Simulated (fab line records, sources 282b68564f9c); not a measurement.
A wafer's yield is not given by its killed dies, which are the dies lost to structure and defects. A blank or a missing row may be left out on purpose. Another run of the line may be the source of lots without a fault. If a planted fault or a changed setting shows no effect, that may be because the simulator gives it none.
Which tool was responsible? -- flow rit-cmos -- 14 lots (42 wafers sampled), 1 step of a 202-step route

== WHAT THE GAUGES SHOWED, per wafer ==
Not one reading of a measure or inspect step in the record can be checked against a usual standard deviation.

== WHAT TOOL EACH LOT RAN ON (gives the tool, then ch and the chambers of the sampled wafers, and finally the start) ==
lot,RIT_GATE_WET_ETCH_00
L814,"wet-bench-04 ch 2, day 2 08:58"
L815,"wet-bench-01 ch 2, day 2 15:16"
L816,"wet-bench-03 ch 3, day 2 18:56"
L817,"wet-bench-01 ch 1, day 2 23:02"
L818,"wet-bench-01 ch 1, day 3 03:16"
L819,"wet-bench-01 ch 3, day 3 08:36"
L820,"wet-bench-01 ch 1, day 3 13:58"
L822,"wet-bench-03 ch 0, day 4 00:29"
L823,"wet-bench-01 ch 1, day 4 05:13"
L828,"wet-bench-03 ch 0, day 5 05:41"
L829,"wet-bench-03 ch 0, day 5 11:52"
L834,"wet-bench-01 ch 0, day 6 14:08"
L835,"wet-bench-04 ch 2, day 6 19:43"
L836,"wet-bench-01 ch 2, day 6 21:27"
- RIT_GATE_WET_ETCH_00: etches SiO2 in BOE, target depth 56 nm, time 60 s.

== WHAT THE TOOLS THEMSELVES READ (means of the sampled wafers that have a number; where no wafer has one, the mark that the record gives instead) ==
RIT_GATE_WET_ETCH_00. Usual: bath-heat-duty-pct 1.7 %, standard deviation 0.45; run-length-s 88 s, standard deviation 3.2.
lot,tool,bath-heat-duty-pct (%),run-length-s (s),flag
L814,wet-bench-04,1.9,92,
L815,wet-bench-01,1.9,86,
L816,wet-bench-03,1.7,88,
L817,wet-bench-01,1.5,85,
L818,wet-bench-01,2.2,86,
L819,wet-bench-01,1.4,86,
L820,wet-bench-01,1.4,85,
L822,wet-bench-03,1.7,87,
L823,wet-bench-01,1.3,92,
L828,wet-bench-03,1.3,68,OFF
L829,wet-bench-03,1.4,75,OFF
L834,wet-bench-01,1.9,87,
L835,wet-bench-04,1.8,92,
L836,wet-bench-01,1.7,93,

== THE ANSWER, worked out from the rows above alone ==
Rule: a lot counts as off when the mean over its wafers that have a number is more than 3 standard deviations away from the usual mean. Also off: a lot with no number at a reading for which 4 or more lots have one. The other lots that the step has rows for count as sound. Order of review: gauges by route order, followed by the tools' own readings, for which a lot's mean as printed above is used. The first step at which some lot is off is used, and at that step the reading that is off furthest; a lot without a number counts as furthest.
Off: L828, L829, at RIT_GATE_WET_ETCH_00 (run-length-s).
A tool fits if, at that step or a process step before it, it ran every lot that is off, and no sound lot after the first of them. One fits: wet-bench-03 at RIT_GATE_WET_ETCH_00. A fault onset in the window from L822 (day 4 00:29, its last sound lot) to L828 (day 5 05:41, its first lot off) fits.
The tool's own readings at RIT_GATE_WET_ETCH_00 bear it out: on the lots that are off they differ by more than 5 times the standard deviation of the sound lots' means. run-length-s reads 72 s there against 88 s on the sound lots.

== WHAT THE SIMULATOR HAD PUT IN ==
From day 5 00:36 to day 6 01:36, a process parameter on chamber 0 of wet-bench-03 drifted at RIT_GATE_WET_ETCH_00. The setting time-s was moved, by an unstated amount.
Shown lots that were struck: L828, L829. The same result came from the rule above.
